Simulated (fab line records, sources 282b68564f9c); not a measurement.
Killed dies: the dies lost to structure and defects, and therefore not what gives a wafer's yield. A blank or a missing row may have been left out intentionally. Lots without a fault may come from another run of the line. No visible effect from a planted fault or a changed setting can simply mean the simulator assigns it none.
Lot-split experiment / flow rit cmos / 5 lots, 23 wafers read, on a route of 202 steps

== ON THE SPLIT ==
At RIT_PSD_COAT_01 (resist thk 1000 nm), the setting spin rpm was moved away from the recipe's 3250 rpm on 9 of the 23 wafers read, by -6.7% to +6.4%. For the rest of the wafers, this setting stayed at what the recipe calls for.

== FROM THE SPLIT TO THE READING: what the file shows between them, 3 steps ==
- RIT_PSD_SOFTBAKE_02: time 60 s
- RIT_PSD_EXPOSE_03: exposes mask M10, target cd 40900 nm
- RIT_PSD_DEVELOP_05: develop time 50 s

== THE READING ==
NOVOLAK_of_PSD_COAT_01.thk nm (the simulator's own value, which no gauge read), in nm, at RIT_PSD_HARDBAKE_07 (time 60 s). There is no usual value for it anywhere in the file. Here, 14 wafers ran the recipe; their average is 884.6 nm with a standard deviation of 2.3 nm.

wafer=L074.1; tool, chamber at the split=litho track-01, 0; spin rpm as run, rpm=3250; against the recipe=recipe; NOVOLAK_of_PSD_COAT_01.thk nm, nm=887.1; against lot-mates on the recipe=-
wafer=L074.2; tool, chamber at the split=litho track-01, 0; spin rpm as run, rpm=3033; against the recipe=-6.7%; NOVOLAK_of_PSD_COAT_01.thk nm, nm=916.1; against lot-mates on the recipe=+29.4
wafer=L074.3; tool, chamber at the split=litho track-01, 0; spin rpm as run, rpm=3250; against the recipe=recipe; NOVOLAK_of_PSD_COAT_01.thk nm, nm=886.3; against lot-mates on the recipe=-
wafer=L074.4; tool, chamber at the split=litho track-01, 0; spin rpm as run, rpm=3033; against the recipe=-6.7%; NOVOLAK_of_PSD_COAT_01.thk nm, nm=914.8; against lot-mates on the recipe=+28.1
wafer=L074.6; tool, chamber at the split=litho track-01, 0; spin rpm as run, rpm=3033; against the recipe=-6.7%; NOVOLAK_of_PSD_COAT_01.thk nm, nm=912.9; against lot-mates on the recipe=+26.2
wafer=L075.2; tool, chamber at the split=litho track-02, 0; spin rpm as run, rpm=3459; against the recipe=+6.4%; NOVOLAK_of_PSD_COAT_01.thk nm, nm=857.6; against lot-mates on the recipe=-24.4
wafer=L075.3; tool, chamber at the split=litho track-02, 0; spin rpm as run, rpm=3250; against the recipe=recipe; NOVOLAK_of_PSD_COAT_01.thk nm, nm=880.1; against lot-mates on the recipe=-
wafer=L075.4; tool, chamber at the split=litho track-02, 0; spin rpm as run, rpm=3250; against the recipe=recipe; NOVOLAK_of_PSD_COAT_01.thk nm, nm=882.1; against lot-mates on the recipe=-
wafer=L075.5; tool, chamber at the split=litho track-02, 0; spin rpm as run, rpm=3250; against the recipe=recipe; NOVOLAK_of_PSD_COAT_01.thk nm, nm=883.8; against lot-mates on the recipe=-
wafer=L075.6; tool, chamber at the split=litho track-02, 0; spin rpm as run, rpm=3459; against the recipe=+6.4%; NOVOLAK_of_PSD_COAT_01.thk nm, nm=856.9; against lot-mates on the recipe=-25.1
wafer=L080.1; tool, chamber at the split=litho track-01, 0; spin rpm as run, rpm=3250; against the recipe=recipe; NOVOLAK_of_PSD_COAT_01.thk nm, nm=887.2; against lot-mates on the recipe=-
wafer=L080.2; tool, chamber at the split=litho track-01, 0; spin rpm as run, rpm=3250; against the recipe=recipe; NOVOLAK_of_PSD_COAT_01.thk nm, nm=886.4; against lot-mates on the recipe=-
wafer=L080.5; tool, chamber at the split=litho track-01, 0; spin rpm as run, rpm=3250; against the recipe=recipe; NOVOLAK_of_PSD_COAT_01.thk nm, nm=887.7; against lot-mates on the recipe=-
wafer=L081.1; tool, chamber at the split=litho track-02, 0; spin rpm as run, rpm=3250; against the recipe=recipe; NOVOLAK_of_PSD_COAT_01.thk nm, nm=882.4; against lot-mates on the recipe=-
wafer=L081.2; tool, chamber at the split=litho track-02, 0; spin rpm as run, rpm=3250; against the recipe=recipe; NOVOLAK_of_PSD_COAT_01.thk nm, nm=882.5; against lot-mates on the recipe=-
wafer=L081.3; tool, chamber at the split=litho track-02, 0; spin rpm as run, rpm=3356; against the recipe=+3.3%; NOVOLAK_of_PSD_COAT_01.thk nm, nm=868; against lot-mates on the recipe=-14.8
wafer=L081.4; tool, chamber at the split=litho track-02, 0; spin rpm as run, rpm=3250; against the recipe=recipe; NOVOLAK_of_PSD_COAT_01.thk nm, nm=883.6; against lot-mates on the recipe=-
wafer=L081.6; tool, chamber at the split=litho track-02, 0; spin rpm as run, rpm=3356; against the recipe=+3.3%; NOVOLAK_of_PSD_COAT_01.thk nm, nm=866; against lot-mates on the recipe=-16.8
wafer=L082.2; tool, chamber at the split=litho track-03, 0; spin rpm as run, rpm=3250; against the recipe=recipe; NOVOLAK_of_PSD_COAT_01.thk nm, nm=883.1; against lot-mates on the recipe=-
wafer=L082.3; tool, chamber at the split=litho track-03, 0; spin rpm as run, rpm=3250; against the recipe=recipe; NOVOLAK_of_PSD_COAT_01.thk nm, nm=887.5; against lot-mates on the recipe=-
wafer=L082.4; tool, chamber at the split=litho track-03, 0; spin rpm as run, rpm=3250; against the recipe=recipe; NOVOLAK_of_PSD_COAT_01.thk nm, nm=884.7; against lot-mates on the recipe=-
wafer=L082.5; tool, chamber at the split=litho track-03, 0; spin rpm as run, rpm=3314; against the recipe=+2.0%; NOVOLAK_of_PSD_COAT_01.thk nm, nm=878.5; against lot-mates on the recipe=-6.6
wafer=L082.6; tool, chamber at the split=litho track-03, 0; spin rpm as run, rpm=3314; against the recipe=+2.0%; NOVOLAK_of_PSD_COAT_01.thk nm, nm=878.4; against lot-mates on the recipe=-6.7

THE FIT
A straight line over all 23 wafers: NOVOLAK_of_PSD_COAT_01.thk nm changes by -4.45 nm for each +1% of spin rpm; r = -0.99; the points scatter about the line by 2.4 nm.
The same after taking each lot's own level away (the mean of its wafers on the recipe; 23 wafers): -4.1 nm for each +1%; r = -0.99; scatter 1.5 nm.
That fit puts the effect of the largest move of spin rpm on the reading at 27 nm.
Across the lots, their own levels run from 882.00 to 887.10 nm, a range of 2.2 times the standard deviation given above.
Hence the lot-to-lot level has little effect on the slope; both slopes agree.
Check: for one of the wafers moved furthest among these (-6.7%), held out of the fit, the line's prediction against its lot-mates is +26.9 nm. Against them it came out at +29.4 nm.

== THE OTHER SPLITS THESE WAFERS WENT THROUGH ==
Before the reading, these wafers also passed through other splits. Each is held against what the fit with the lots' levels taken away leaves over:
other split on the same wafers=RIT_SPACER_CVD_03 time s; wafers away from the commonest value=15; r with NOVOLAK_of_PSD_COAT_01.thk nm (lot level and that fit taken away)=+0.25
other split on the same wafers=RIT_NSD_IMPLANT_08 dose cm2; wafers away from the commonest value=7; r with NOVOLAK_of_PSD_COAT_01.thk nm (lot level and that fit taken away)=+0.16

== THE WHOLE CHAIN: every reading that the file lists as answering this split, in the file's order ==
step=RIT_PSD_COAT_01; what it does=resist thk 1000 nm; reading=NOVOLAK_of_PSD_COAT_01.thk nm (the simulator's own value, which no gauge read); change (the file's fit)=-4.67 nm for each +1% of the setting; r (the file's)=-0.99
step=RIT_PSD_HARDBAKE_07; what it does=time 60 s; reading=NOVOLAK_of_PSD_COAT_01.thk nm (the simulator's own value, which no gauge read); change (the file's fit)=-4.08 nm for each +1% of the setting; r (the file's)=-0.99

== THE FILE'S OWN FIT ==
NOVOLAK_of_PSD_COAT_01.thk nm changes by -4.08 nm for each +1% of spin rpm, r = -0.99.
